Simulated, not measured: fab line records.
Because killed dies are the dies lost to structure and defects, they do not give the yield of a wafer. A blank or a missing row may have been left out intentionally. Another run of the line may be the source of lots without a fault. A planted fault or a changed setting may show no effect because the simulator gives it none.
Chamber matching + flow berkeley-cmos170 + UCB170_V1_CMP_02 on cmp-01: 4 sister chambers
The step polishes SiO2. 16 wafers are shown with their chamber, then 8 later ones without.

## EACH WAFER AND ITS CHAMBER
| wafer  | chamber | motor-current-A (A) | slurry-filter-dp-kPa (kPa) |
|--------|---------|---------------------|----------------------------|
| L484.1 | 2       | 17.8                | 13.42                      |
| L484.2 | 0       | 17.2                | 13.37                      |
| L484.5 | 2       | 16.4                | 13.59                      |
| L488.1 | 0       | 16.8                | 13.32                      |
| L488.2 | 2       | 16.9                | 13.53                      |
| L488.3 | 3       | 17.5                | 13.38                      |
| L490.3 | 1       | 15.4                | 13.99                      |
| L490.5 | 0       | 16.9                | 13.37                      |
| L490.6 | 3       | 17.1                | 13.56                      |
| L492.1 | 0       | 16.5                | 13.19                      |
| L492.3 | 1       | 15.4                | 13.75                      |
| L492.4 | 2       | 17.2                | 13.82                      |
| L498.2 | 0       | 17.2                | 13.60                      |
| L498.5 | 0       | 16.8                | 13.60                      |
| L498.6 | 1       | 15.4                | 13.57                      |
| L503.3 | 3       | 17.2                | 13.58                      |

SIGNATURES, as means of the wafers listed above
| reading              | chamber 0 | chamber 1 | chamber 2 | chamber 3 | scatter within a chamber |
|----------------------|-----------|-----------|-----------|-----------|--------------------------|
| motor-current-A      | 16.900    | 15.400    | 17.075    | 17.267    | 0.35                     |
| slurry-filter-dp-kPa | 13.4083   | 13.7700   | 13.5900   | 13.5067   | 0.166                    |
Rule: distance of a wafer from a chamber = root of the sum over the readings of ((wafer's reading minus chamber's mean) / reading's scatter) squared. If the next closest chamber is less than 2 further off than the closest, the wafer can't be placed; otherwise it belongs to the closest. How the scatter is found: for the shown wafers, subtract from each reading the mean of its chamber, square and add these, divide the total by (wafers less chambers), then take the root.

## WAFERS WITHOUT THEIR CHAMBER
| wafer  | motor-current-A (A) | slurry-filter-dp-kPa (kPa) |
|--------|---------------------|----------------------------|
| L503.4 | 15.4                | 13.53                      |
| L503.5 | 16.4                | 13.38                      |
| L502.4 | 17.0                | 13.35                      |
| L502.5 | 17.2                | 13.49                      |
| L502.6 | 17.1                | 13.55                      |
| L505.1 | 16.3                | 13.44                      |
| L505.5 | 16.0                | 13.58                      |
| L505.6 | 17.2                | 13.56                      |

## EACH ONE'S CHAMBER
| wafer  | from the rows above               | in truth |
|--------|-----------------------------------|----------|
| L503.4 | 1                                 | 1        |
| L503.5 | can't be placed: 0 or 2 or 3      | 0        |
| L502.4 | can't be placed: 0 or 3 or 2      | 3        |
| L502.5 | can't be placed: 3 or 2 or 0      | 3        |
| L502.6 | can't be placed: 2 or 3 or 0      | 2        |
| L505.1 | can't be placed: 0 or 2 or 3 or 1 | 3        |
| L505.5 | can't be placed: 1 or 0 or 2 or 3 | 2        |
| L505.6 | can't be placed: 3 or 2 or 0      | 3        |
Placed correctly: 1 of 8. Not placeable from these rows: 7 (in 7, the candidates include the true chamber). 0 placed wrongly.
